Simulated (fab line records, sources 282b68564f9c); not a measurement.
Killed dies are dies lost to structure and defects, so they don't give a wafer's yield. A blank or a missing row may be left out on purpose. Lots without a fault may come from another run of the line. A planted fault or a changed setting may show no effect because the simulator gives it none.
Split-lot experiment | flow rit_cmos | 5 lots, 23 wafers read, on a route of 202 steps

THE SPLIT
At RIT_PLDD_COAT_01 (resist thk 1000 nm), the setting spin_rpm was moved away from the recipe's 3250 rpm on 8 of the 23 wafers read, by +4.0% to +5.6%. The other wafers ran this setting at the recipe's value.

FROM THE SPLIT TO THE READING: what the file shows between them, 3 steps
- RIT_PLDD_SOFTBAKE_02: time 60 s
- RIT_PLDD_EXPOSE_03: exposes mask M8, target cd 40900 nm
- RIT_PLDD_DEVELOP_05: develop time 50 s

THE READING
NOVOLAK_of_PLDD_COAT_01.thk_nm (the simulator's own value, which no gauge read), in nm, at RIT_PLDD_HARDBAKE_07 (time 60 s). The file gives no usual value for it. The 15 wafers here that ran the recipe average 884.0 nm, standard deviation 2.5 nm.

wafer  | tool, chamber at the split | spin_rpm as run, rpm | against the recipe | NOVOLAK_of_PLDD_COAT_01.thk_nm, nm | against lot-mates on the recipe
L076.1 | litho_track-04, 0          | 3384                 | +4.1%              | 869.2                              | -17.7
L076.2 | litho_track-04, 0          | 3250                 | recipe             | 886.2                              | -
L076.4 | litho_track-04, 0          | 3384                 | +4.1%              | 869.6                              | -17.3
L076.5 | litho_track-04, 0          | 3250                 | recipe             | 886.8                              | -
L076.6 | litho_track-04, 0          | 3250                 | recipe             | 887.6                              | -
L078.1 | litho_track-04, 0          | 3432                 | +5.6%              | 859                                | -23.8
L078.2 | litho_track-04, 0          | 3432                 | +5.6%              | 856.9                              | -25.9
L078.3 | litho_track-04, 0          | 3250                 | recipe             | 883.2                              | -
L078.4 | litho_track-04, 0          | 3432                 | +5.6%              | 857.3                              | -25.5
L078.5 | litho_track-04, 0          | 3250                 | recipe             | 882.4                              | -
L079.1 | litho_track-01, 0          | 3250                 | recipe             | 884.4                              | -
L079.2 | litho_track-01, 0          | 3250                 | recipe             | 884.4                              | -
L079.3 | litho_track-01, 0          | 3250                 | recipe             | 882.8                              | -
L079.5 | litho_track-01, 0          | 3250                 | recipe             | 886.2                              | -
L079.6 | litho_track-01, 0          | 3250                 | recipe             | 883.8                              | -
L081.1 | litho_track-01, 0          | 3250                 | recipe             | 879                                | -
L081.3 | litho_track-01, 0          | 3250                 | recipe             | 882.4                              | -
L081.6 | litho_track-01, 0          | 3250                 | recipe             | 878.7                              | -
L084.1 | litho_track-04, 0          | 3381                 | +4.0%              | 868.8                              | -17.0
L084.2 | litho_track-04, 0          | 3250                 | recipe             | 885.9                              | -
L084.3 | litho_track-04, 0          | 3381                 | +4.0%              | 869                                | -16.8
L084.4 | litho_track-04, 0          | 3381                 | +4.0%              | 867.7                              | -18.0
L084.6 | litho_track-04, 0          | 3250                 | recipe             | 885.6                              | -

THE FIT
A straight line over all 23 wafers: NOVOLAK_of_PLDD_COAT_01.thk_nm changes by -4.27 nm for each +1% of spin_rpm; r = -0.97; the points scatter about the line by 2.6 nm.
The same after taking each lot's own level away (the mean of its wafers on the recipe; 23 wafers): -4.38 nm for each +1%; r = -1.00; scatter 1 nm.
On that fit, the largest move of spin_rpm shifts the reading by 25 nm.
The lots' own levels span 880.03 to 886.87 nm, that is 2.7 times the standard deviation above.
So the lot-to-lot level changes the slope little: the two slopes agree.
Check: with one of the wafers moved furthest among these (+5.6%) left out of the fit, the line predicts -24.7 nm for it against its lot-mates. It came out at -23.8 nm against them.

THE WHOLE CHAIN: every reading that the file lists as answering this split, in the file's order
step                 | what it does       | reading                                                                         | change (the file's fit)              | r (the file's)
RIT_PLDD_COAT_01     | resist thk 1000 nm | NOVOLAK_of_PLDD_COAT_01.thk_nm (the simulator's own value, which no gauge read) | -4.98 nm for each +1% of the setting | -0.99
RIT_PLDD_HARDBAKE_07 | time 60 s          | NOVOLAK_of_PLDD_COAT_01.thk_nm (the simulator's own value, which no gauge read) | -4.36 nm for each +1% of the setting | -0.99

THE FILE'S OWN FIT
NOVOLAK_of_PLDD_COAT_01.thk_nm changes by -4.36 nm for each +1% of spin_rpm, r = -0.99.
